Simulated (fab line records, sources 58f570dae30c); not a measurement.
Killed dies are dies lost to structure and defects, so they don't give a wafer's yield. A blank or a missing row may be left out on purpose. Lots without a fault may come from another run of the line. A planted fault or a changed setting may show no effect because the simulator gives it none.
Split-lot experiment | flow berkeley_cmos170 | 5 lots, 23 wafers read, on a route of 331 steps

THE SPLIT
At UCB170_PWELL_OXIDATION_02 (target thk 26.4 nm, ox time 1260 s), the setting temp_c was moved away from the recipe's 1000 C on 20 of the 23 wafers read, by -1.7% to +2.3%. The other wafers ran this setting at the recipe's value.

The file shows no step between the split and the reading.

THE READING
PWELL_OXIDE_THK, in nm, at UCB170_PWELL_THK_MEAS_03. Fault-free wafers of this fab line usually give 26.5 nm, standard deviation 0.39 nm.

wafer  | tool, chamber at the split | temp_c as run, C | against the recipe | PWELL_OXIDE_THK, nm | against lot-mates on the recipe
L075.1 | -, -                       | 982.6            | -1.7%              | 22.5                | no lot-mate on the recipe
L075.2 | -, -                       | 982.6            | -1.7%              | 22.5                | no lot-mate on the recipe
L075.4 | -, -                       | 982.6            | -1.7%              | 22.2                | no lot-mate on the recipe
L075.5 | -, -                       | 982.6            | -1.7%              | 22.4                | no lot-mate on the recipe
L075.6 | -, -                       | 982.6            | -1.7%              | 22.0                | no lot-mate on the recipe
L076.1 | -, -                       | 1023             | +2.3%              | 31.8                | no lot-mate on the recipe
L076.2 | -, -                       | 1023             | +2.3%              | 32.2                | no lot-mate on the recipe
L076.3 | -, -                       | 1023             | +2.3%              | 32.0                | no lot-mate on the recipe
L076.4 | -, -                       | 1023             | +2.3%              | 32.6                | no lot-mate on the recipe
L076.6 | -, -                       | 1023             | +2.3%              | 32.3                | no lot-mate on the recipe
L082.1 | -, -                       | 1021             | +2.1%              | 31.6                | no lot-mate on the recipe
L082.3 | -, -                       | 1021             | +2.1%              | 32.3                | no lot-mate on the recipe
L082.4 | -, -                       | 1021             | +2.1%              | 32.3                | no lot-mate on the recipe
L082.5 | -, -                       | 1021             | +2.1%              | 31.9                | no lot-mate on the recipe
L082.6 | -, -                       | 1021             | +2.1%              | 32.1                | no lot-mate on the recipe
L080.1 | -, -                       | 987.9            | -1.2%              | 22.9                | no lot-mate on the recipe
L080.2 | -, -                       | 987.9            | -1.2%              | 22.3                | no lot-mate on the recipe
L080.3 | -, -                       | 987.9            | -1.2%              | 22.6                | no lot-mate on the recipe
L080.4 | -, -                       | 987.9            | -1.2%              | 23.2                | no lot-mate on the recipe
L080.6 | -, -                       | 987.9            | -1.2%              | 22.7                | no lot-mate on the recipe
L085.1 | furnace-02, 0              | 1000             | recipe             | 26.5                | -
L085.2 | furnace-02, 0              | 1000             | recipe             | 26.7                | -
L085.4 | furnace-02, 0              | 1000             | recipe             | 26.2                | -

THE FIT
A straight line over all 23 wafers: PWELL_OXIDE_THK changes by +2.58 nm for each +1% of temp_c; r = +1.00; the points scatter about the line by 0.44 nm.
Too few moved wafers have a lot-mate on the recipe to fit a line with each lot's own level taken away.

THE WHOLE CHAIN: every reading that the file lists as answering this split, in the file's order
step                      | what it does                                                               | reading                                                                            | change (the file's fit)              | r (the file's)
UCB170_PWELL_OXIDATION_02 | target thk 26.4 nm, ox time 1260 s                                         | SiO2_of_PWELL_OXIDATION_02.thk_nm (the simulator's own value, which no gauge read) | +2.58 nm for each +1% of the setting | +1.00
UCB170_PWELL_THK_MEAS_03  |                                                                            | PWELL_OXIDE_THK                                                                    | +2.58 for each +1% of the setting    | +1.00
UCB170_PWELL_ETCH_14      | etches Si3N4 in CH3F/Ar/O2, stops on SiO2, target depth 242 nm, time 151 s | SiO2_of_PWELL_OXIDATION_02.thk_nm (the simulator's own value, which no gauge read) | +2.53 nm for each +1% of the setting | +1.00

THE FILE'S OWN FIT
PWELL_OXIDE_THK changes by +2.58 nm for each +1% of temp_c, r = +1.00.
